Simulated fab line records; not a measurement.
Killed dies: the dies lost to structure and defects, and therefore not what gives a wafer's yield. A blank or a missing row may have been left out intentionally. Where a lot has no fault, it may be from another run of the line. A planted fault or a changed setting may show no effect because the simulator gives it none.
fab line records || flow rit-cmos
record: {"lots": 14, "wafers": 42, "last-day": 7}
route steps=202 shown PLDD@122 M1@202
lots that met no fault: taken from a fault-free run of the same line
start-h: hours from the record's first day to the start of the lot's first wafer shown || wait-h: hours since the lot's step before || " repeats the value in the row above || L1.1+2: a row that stands for several wafers || - value missing, or start not given || * or withheld: withheld || < > ~ a bound
route shown NAME@n: a module of which the file shows steps, and the number in the route of the first || usual: mean and standard deviation over wafers with no fault || same: alike in all rows || chamber/n: place in a boat || sites: readings site by site || _std_site: the standard deviation of these || _edge_site: mean of outer sites minus mean of inner sites || radius-mm: for every site, how far away it sits from the centre of the wafer || mask NAME#n: copy n || behind: the tool/chamber that last shaped the wafer || hold: why the lot was held/for how many hours/how that ended || device: the transistor (n, p or np) that didn't switch || end of line: the tests these same wafers got at the end of their route || a step with no rows: only its recipe || killed: the dies lost at the first sort to structure and to defects; this is not the yield of the wafer || map: per-die view of a wafer (x killed, . not killed, _ where there is no die)
set.NAME: the setting the step ran with; set.NAME@STEP: the setting that earlier step ran with || model.NAME: the simulator's own value behind a step, which no gauge read
route steps across a sampled set of lots; one table per step, one row per wafer
services: from which hour (start-h, from the record's first day; less than 0 if before it) a tool's chamber was out of use, for how many hours, and why
== steps ==
step: RIT_PLDD_IMPLANT_08
recipe: {"species": "BF2", "energy-kev": 20, "dose-cm2": 9e+14, "tilt-deg": 7}
usual: {"beam-energy-keV": "20.000/0.0058"}
{"lot.wafer": "L892.1", "tool": "implanter-04", "chamber": 0, "start-h": 52.44, "wait-h": 0.1, "beam-energy-keV": 20.007}
{"lot.wafer": "L892.2", "tool": "implanter-04", "chamber": 0, "start-h": 52.44, "wait-h": 0.1, "beam-energy-keV": 20.004}
{"lot.wafer": "L892.5", "tool": "implanter-04", "chamber": 0, "start-h": 52.44, "wait-h": 0.1, "beam-energy-keV": 20.000}
{"lot.wafer": "L893.2", "tool": "implanter-02", "chamber": 0, "start-h": 55.98, "wait-h": 0.1, "beam-energy-keV": 20.010}
{"lot.wafer": "L893.4", "tool": "implanter-02", "chamber": 0, "start-h": 55.98, "wait-h": 0.1, "beam-energy-keV": 19.993}
{"lot.wafer": "L893.6", "tool": "implanter-02", "chamber": 0, "start-h": 55.98, "wait-h": 0.1, "beam-energy-keV": 19.999}
{"lot.wafer": "L894.1", "tool": "implanter-03", "chamber": 0, "start-h": 62.80, "wait-h": 0.1, "beam-energy-keV": 19.997}
{"lot.wafer": "L894.3", "tool": "implanter-03", "chamber": 0, "start-h": 62.80, "wait-h": 0.1, "beam-energy-keV": 19.997}
{"lot.wafer": "L894.6", "tool": "implanter-03", "chamber": 0, "start-h": 62.80, "wait-h": 0.1, "beam-energy-keV": 20.004}
{"lot.wafer": "L895.1", "tool": "implanter-04", "chamber": 0, "start-h": 69.04, "wait-h": 0.1, "beam-energy-keV": 19.987}
{"lot.wafer": "L895.4", "tool": "implanter-04", "chamber": 0, "start-h": 69.04, "wait-h": 0.1, "beam-energy-keV": 19.985}
{"lot.wafer": "L895.6", "tool": "implanter-04", "chamber": 0, "start-h": 69.04, "wait-h": 0.1, "beam-energy-keV": 19.985}
{"lot.wafer": "L896.1", "tool": "implanter-03", "chamber": 0, "start-h": 72.74, "wait-h": 0.1, "beam-energy-keV": 20.005}
{"lot.wafer": "L896.2", "tool": "implanter-03", "chamber": 0, "start-h": 72.74, "wait-h": 0.1, "beam-energy-keV": 20.006}
{"lot.wafer": "L896.4", "tool": "implanter-03", "chamber": 0, "start-h": 72.74, "wait-h": 0.1, "beam-energy-keV": 19.992}
{"lot.wafer": "L897.1", "tool": "implanter-03", "chamber": 0, "start-h": 79.68, "wait-h": 0.1, "beam-energy-keV": 19.993}
{"lot.wafer": "L897.3", "tool": "implanter-03", "chamber": 0, "start-h": 79.68, "wait-h": 0.1, "beam-energy-keV": 19.996}
{"lot.wafer": "L897.5", "tool": "implanter-03", "chamber": 0, "start-h": 79.68, "wait-h": 0.1, "beam-energy-keV": 19.996}
{"lot.wafer": "L898.1", "tool": "implanter-03", "chamber": 0, "start-h": 83.20, "wait-h": 0.1, "beam-energy-keV": 20.005}
{"lot.wafer": "L898.3", "tool": "implanter-03", "chamber": 0, "start-h": 83.20, "wait-h": 0.1, "beam-energy-keV": 19.999}
{"lot.wafer": "L898.4", "tool": "implanter-03", "chamber": 0, "start-h": 83.20, "wait-h": 0.1, "beam-energy-keV": 20.009}
{"lot.wafer": "L899.1", "tool": "implanter-03", "chamber": 0, "start-h": 88.05, "wait-h": 0.1, "beam-energy-keV": 20.007}
{"lot.wafer": "L899.3", "tool": "implanter-03", "chamber": 0, "start-h": 88.05, "wait-h": 0.1, "beam-energy-keV": 20.002}
{"lot.wafer": "L899.5", "tool": "implanter-03", "chamber": 0, "start-h": 88.05, "wait-h": 0.1, "beam-energy-keV": 20.007}
{"lot.wafer": "L901.1", "tool": "implanter-03", "chamber": 0, "start-h": 98.47, "wait-h": 0.1, "beam-energy-keV": 19.998}
{"lot.wafer": "L901.2", "tool": "implanter-03", "chamber": 0, "start-h": 98.47, "wait-h": 0.1, "beam-energy-keV": 19.998}
{"lot.wafer": "L901.5", "tool": "implanter-03", "chamber": 0, "start-h": 98.47, "wait-h": 0.1, "beam-energy-keV": 19.998}
{"lot.wafer": "L902.1", "tool": "implanter-03", "chamber": 0, "start-h": 101.41, "wait-h": 0.1, "beam-energy-keV": 19.041}
{"lot.wafer": "L902.3", "tool": "implanter-03", "chamber": 0, "start-h": 101.41, "wait-h": 0.1, "beam-energy-keV": 19.043}
{"lot.wafer": "L902.6", "tool": "implanter-03", "chamber": 0, "start-h": 101.41, "wait-h": 0.1, "beam-energy-keV": 19.037}
{"lot.wafer": "L903.2", "tool": "implanter-04", "chamber": 0, "start-h": 105.41, "wait-h": 0.1, "beam-energy-keV": 19.998}
{"lot.wafer": "L903.3", "tool": "implanter-04", "chamber": 0, "start-h": 105.41, "wait-h": 0.1, "beam-energy-keV": 19.991}
{"lot.wafer": "L903.4", "tool": "implanter-04", "chamber": 0, "start-h": 105.41, "wait-h": 0.1, "beam-energy-keV": 20.001}
{"lot.wafer": "L905.3", "tool": "implanter-03", "chamber": 0, "start-h": 118.01, "wait-h": 0.1, "beam-energy-keV": 19.033}
{"lot.wafer": "L905.4", "tool": "implanter-03", "chamber": 0, "start-h": 118.01, "wait-h": 0.1, "beam-energy-keV": 19.039}
{"lot.wafer": "L905.5", "tool": "implanter-03", "chamber": 0, "start-h": 118.01, "wait-h": 0.1, "beam-energy-keV": 19.044}
{"lot.wafer": "L907.3", "tool": "implanter-04", "chamber": 0, "start-h": 127.43, "wait-h": 0.1, "beam-energy-keV": 20.004}
{"lot.wafer": "L907.4", "tool": "implanter-04", "chamber": 0, "start-h": 127.43, "wait-h": 0.1, "beam-energy-keV": 19.994}
{"lot.wafer": "L907.5", "tool": "implanter-04", "chamber": 0, "start-h": 127.43, "wait-h": 0.1, "beam-energy-keV": 19.995}
{"lot.wafer": "L910.1", "tool": "implanter-04", "chamber": 0, "start-h": 142.34, "wait-h": 0.1, "beam-energy-keV": 19.997}
{"lot.wafer": "L910.5", "tool": "implanter-04", "chamber": 0, "start-h": 142.34, "wait-h": 0.1, "beam-energy-keV": 19.992}
{"lot.wafer": "L910.6", "tool": "implanter-04", "chamber": 0, "start-h": 142.34, "wait-h": 0.1, "beam-energy-keV": 19.992}
step: RIT_SDANNEAL_RS_MEAS_06
recipe: {"thk-meas-gauge": "four-point-probe"}
usual: {"PLDD_RS": "178.6/0.51"}
{"lot.wafer": "L892.1", "tool": "film-metro-01", "chamber": "-", "start-h": 58.89, "wait-h": 0.1, "PLDD_RS[ohm/sq]": 178.8}
{"lot.wafer": "L892.2", "tool": "film-metro-01", "chamber": "-", "start-h": 58.89, "wait-h": 0.1, "PLDD_RS[ohm/sq]": 178.2}
{"lot.wafer": "L892.5", "tool": "film-metro-01", "chamber": "-", "start-h": 58.89, "wait-h": 0.1, "PLDD_RS[ohm/sq]": 178.3}
{"lot.wafer": "L893.2", "tool": "film-metro-04", "chamber": "-", "start-h": 62.49, "wait-h": 0.1, "PLDD_RS[ohm/sq]": 178.7}
{"lot.wafer": "L893.4", "tool": "film-metro-04", "chamber": "-", "start-h": 62.49, "wait-h": 0.1, "PLDD_RS[ohm/sq]": 178.6}
{"lot.wafer": "L893.6", "tool": "film-metro-04", "chamber": "-", "start-h": 62.49, "wait-h": 0.1, "PLDD_RS[ohm/sq]": 178.7}
{"lot.wafer": "L894.1", "tool": "film-metro-04", "chamber": "-", "start-h": 71.15, "wait-h": 0.1, "PLDD_RS[ohm/sq]": 178.0}
{"lot.wafer": "L894.3", "tool": "film-metro-04", "chamber": "-", "start-h": 71.15, "wait-h": 0.1, "PLDD_RS[ohm/sq]": 177.9}
{"lot.wafer": "L894.6", "tool": "film-metro-04", "chamber": "-", "start-h": 71.15, "wait-h": 0.1, "PLDD_RS[ohm/sq]": 178.1}
{"lot.wafer": "L895.1", "tool": "film-metro-02", "chamber": "-", "start-h": 75.82, "wait-h": 0.1, "PLDD_RS[ohm/sq]": 178.0}
{"lot.wafer": "L895.4", "tool": "film-metro-02", "chamber": "-", "start-h": 75.82, "wait-h": 0.1, "PLDD_RS[ohm/sq]": 178.1}
{"lot.wafer": "L895.6", "tool": "film-metro-02", "chamber": "-", "start-h": 75.82, "wait-h": 0.1, "PLDD_RS[ohm/sq]": 178.0}
{"lot.wafer": "L896.1", "tool": "film-metro-01", "chamber": "-", "start-h": 79.69, "wait-h": 0.1, "PLDD_RS[ohm/sq]": 178.9}
{"lot.wafer": "L896.2", "tool": "film-metro-01", "chamber": "-", "start-h": 79.69, "wait-h": 0.1, "PLDD_RS[ohm/sq]": 178.2}
{"lot.wafer": "L896.4", "tool": "film-metro-01", "chamber": "-", "start-h": 79.69, "wait-h": 0.1, "PLDD_RS[ohm/sq]": 178.6}
{"lot.wafer": "L897.1", "tool": "film-metro-02", "chamber": "-", "start-h": 86.21, "wait-h": 0.1, "PLDD_RS[ohm/sq]": 179.0}
{"lot.wafer": "L897.3", "tool": "film-metro-02", "chamber": "-", "start-h": 86.21, "wait-h": 0.1, "PLDD_RS[ohm/sq]": 179.3}
{"lot.wafer": "L897.5", "tool": "film-metro-02", "chamber": "-", "start-h": 86.21, "wait-h": 0.1, "PLDD_RS[ohm/sq]": 178.7}
{"lot.wafer": "L898.1", "tool": "film-metro-02", "chamber": "-", "start-h": 89.85, "wait-h": 0.1, "PLDD_RS[ohm/sq]": 178.6}
{"lot.wafer": "L898.3", "tool": "film-metro-02", "chamber": "-", "start-h": 89.85, "wait-h": 0.1, "PLDD_RS[ohm/sq]": 178.2}
{"lot.wafer": "L898.4", "tool": "film-metro-02", "chamber": "-", "start-h": 89.85, "wait-h": 0.1, "PLDD_RS[ohm/sq]": 177.9}
{"lot.wafer": "L899.1", "tool": "film-metro-01", "chamber": "-", "start-h": 95.66, "wait-h": 0.1, "PLDD_RS[ohm/sq]": 179.0}
{"lot.wafer": "L899.3", "tool": "film-metro-01", "chamber": "-", "start-h": 95.66, "wait-h": 0.1, "PLDD_RS[ohm/sq]": 178.4}
{"lot.wafer": "L899.5", "tool": "film-metro-01", "chamber": "-", "start-h": 95.66, "wait-h": 0.1, "PLDD_RS[ohm/sq]": 179.0}
{"lot.wafer": "L901.1", "tool": "film-metro-01", "chamber": "-", "start-h": 105.14, "wait-h": 0.1, "PLDD_RS[ohm/sq]": 178.5}
{"lot.wafer": "L901.2", "tool": "film-metro-01", "chamber": "-", "start-h": 105.14, "wait-h": 0.1, "PLDD_RS[ohm/sq]": 179.1}
{"lot.wafer": "L901.5", "tool": "film-metro-01", "chamber": "-", "start-h": 105.14, "wait-h": 0.1, "PLDD_RS[ohm/sq]": 178.5}
{"lot.wafer": "L902.1", "tool": "film-metro-01", "chamber": "-", "start-h": 107.95, "wait-h": 0.1, "PLDD_RS[ohm/sq]": 182.6}
{"lot.wafer": "L902.3", "tool": "film-metro-01", "chamber": "-", "start-h": 107.95, "wait-h": 0.1, "PLDD_RS[ohm/sq]": 182.7}
{"lot.wafer": "L902.6", "tool": "film-metro-01", "chamber": "-", "start-h": 107.95, "wait-h": 0.1, "PLDD_RS[ohm/sq]": 182.6}
{"lot.wafer": "L903.2", "tool": "film-metro-04", "chamber": "-", "start-h": 112.16, "wait-h": 0.1, "PLDD_RS[ohm/sq]": 178.5}
{"lot.wafer": "L903.3", "tool": "film-metro-04", "chamber": "-", "start-h": 112.16, "wait-h": 0.1, "PLDD_RS[ohm/sq]": 178.1}
{"lot.wafer": "L903.4", "tool": "film-metro-04", "chamber": "-", "start-h": 112.16, "wait-h": 0.1, "PLDD_RS[ohm/sq]": 178.4}
{"lot.wafer": "L905.3", "tool": "film-metro-02", "chamber": "-", "start-h": 124.75, "wait-h": 0.1, "PLDD_RS[ohm/sq]": 181.0}
{"lot.wafer": "L905.4", "tool": "film-metro-02", "chamber": "-", "start-h": 124.75, "wait-h": 0.1, "PLDD_RS[ohm/sq]": 181.6}
{"lot.wafer": "L905.5", "tool": "film-metro-02", "chamber": "-", "start-h": 124.75, "wait-h": 0.1, "PLDD_RS[ohm/sq]": 181.1}
{"lot.wafer": "L907.3", "tool": "film-metro-02", "chamber": "-", "start-h": 134.81, "wait-h": 0.1, "PLDD_RS[ohm/sq]": 178.5}
{"lot.wafer": "L907.4", "tool": "film-metro-02", "chamber": "-", "start-h": 134.81, "wait-h": 0.1, "PLDD_RS[ohm/sq]": 178.4}
{"lot.wafer": "L907.5", "tool": "film-metro-02", "chamber": "-", "start-h": 134.81, "wait-h": 0.1, "PLDD_RS[ohm/sq]": 178.4}
{"lot.wafer": "L910.1", "tool": "film-metro-02", "chamber": "-", "start-h": 149.08, "wait-h": 0.1, "PLDD_RS[ohm/sq]": 179.6}
{"lot.wafer": "L910.5", "tool": "film-metro-02", "chamber": "-", "start-h": 149.08, "wait-h": 0.1, "PLDD_RS[ohm/sq]": 179.4}
{"lot.wafer": "L910.6", "tool": "film-metro-02", "chamber": "-", "start-h": 149.08, "wait-h": 0.1, "PLDD_RS[ohm/sq]": 179.0}
step: RIT_M1_PROBE_99
usual: {"killed-at-contacts": "0.1/0.35", "killed-at-front-end": "6.9/2.8", "killed-dies": "7.0/2.8", "killed-open": "3.4/2", "killed-short": "3.5/2.1"}
same: {"gross-dies": 264, "killed_at_M0_to_M3": 0, "killed_at_M4_up": 0, "killed-at-back-side": 0, "killed-at-other": 0}
{"lot.wafer": "L902.1", "tool": "prober-02", "chamber": "-", "start-h": 115.24, "wait-h": 0.1, "killed-at-contacts": 0, "killed-at-front-end": 6, "killed-dies": 6, "killed-open": 3, "killed-short": 3}
{"lot.wafer": "L902.3", "tool": "prober-02", "chamber": "-", "start-h": 115.34, "wait-h": 0.2, "killed-at-contacts": 0, "killed-at-front-end": 4, "killed-dies": 4, "killed-open": 3, "killed-short": 1}
{"lot.wafer": "L902.6", "tool": "prober-02", "chamber": "-", "start-h": 115.49, "wait-h": 0.2, "killed-at-contacts": 0, "killed-at-front-end": 4, "killed-dies": 4, "killed-open": 1, "killed-short": 3}
{"lot.wafer": "L907.3", "tool": "prober-01", "chamber": "-", "start-h": 142.65, "wait-h": 0.2, "killed-at-contacts": 0, "killed-at-front-end": 6, "killed-dies": 6, "killed-open": 5, "killed-short": 1}
{"lot.wafer": "L907.4", "tool": "prober-01", "chamber": "-", "start-h": 142.70, "wait-h": 0.2, "killed-at-contacts": 0, "killed-at-front-end": 7, "killed-dies": 7, "killed-open": 5, "killed-short": 1}
{"lot.wafer": "L907.5", "tool": "prober-01", "chamber": "-", "start-h": 142.75, "wait-h": 0.2, "killed-at-contacts": 0, "killed-at-front-end": 8, "killed-dies": 8, "killed-open": 2, "killed-short": 6}
killed by level:class
L902.1 GATE:geometric-particle:open=2 GATE:geometric-particle:short=1 REOX:geometric-particle:short=1 REOX:geometric-particle:open=1 SPACER:geometric-particle:short=1
L902.3 FOX1:geometric-particle:short=1 FOX2:geometric-particle:open=1 SPACER:geometric-particle:open=1 SILICIDE:geometric-particle:open=1
L902.6 SILICIDE:geometric-particle:short=2 FOX1:geometric-particle:short=1 SILICIDE:geometric-particle:open=1
L907.3 SILICIDE:geometric-particle:open=3 FOX2:geometric-particle:short=1 FOX2:geometric-particle:open=1 SPACER:geometric-particle:open=1
L907.4 FOX2:geometric-particle:open=2 GATE:geometric-particle:open=2 REOX:geometric-particle:open=1 SILICIDE:geometric-particle:short=1 ACTIVE:coat-microbubble-printed=1
L907.5 REOX:geometric-particle:short=2 SILICIDE:geometric-particle:short=2 FOX1:geometric-particle:short=1 FOX2:geometric-particle:short=1 FOX2:geometric-particle:open=1 GATE:geometric-particle:open=1
== services ==
{"tool": "implanter-03", "chamber": "-", "start-h": 88.29, "hours": 0.5, "kind": "repair"}
{"tool": "implanter-04", "chamber": "-", "start-h": 95.14, "hours": 2.7, "kind": "repair"}
{"tool": "implanter-04", "chamber": "-", "start-h": 115.71, "hours": 2.6, "kind": "repair"}
{"tool": "implanter-03", "chamber": "-", "start-h": 128.69, "hours": 2.9, "kind": "repair"}
== key ==
first-sign: {"step": "RIT_PLDD_IMPLANT_08", "reading": "beam-energy-keV", "direction": "down", "sigmas": "99+", "usual": 20.000, "struck": 19.039}
effect: {"step": "RIT_SDANNEAL_RS_MEAS_06", "reading": "PLDD_RS", "direction": "up", "sigmas": 6.5, "usual": 178.6, "struck": 181.9}
met-at RIT_PLDD_IMPLANT_08
struck-lots L902,L905
tester-left-out L902,L905
onset-between 98.47 101.41
fault: {"kind": "process-parameter-drift", "tool": "implanter-03", "chamber": "-", "onset-h": 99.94, "steps": "RIT_PLDD_IMPLANT_08", "channel": "energy-kev", "offset": -0.9599, "shape": "step", "end-h": 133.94, "acts-in": "these-recipes-only", "stated": 20}
tester-left-out: of these lots the tester's yield and bins aren't shown, on N5 and GAA mostly nor the transistor test; their killed dies are dies lost to structure and defects alone, not to doping, threshold or leakage, so they don't give the yield
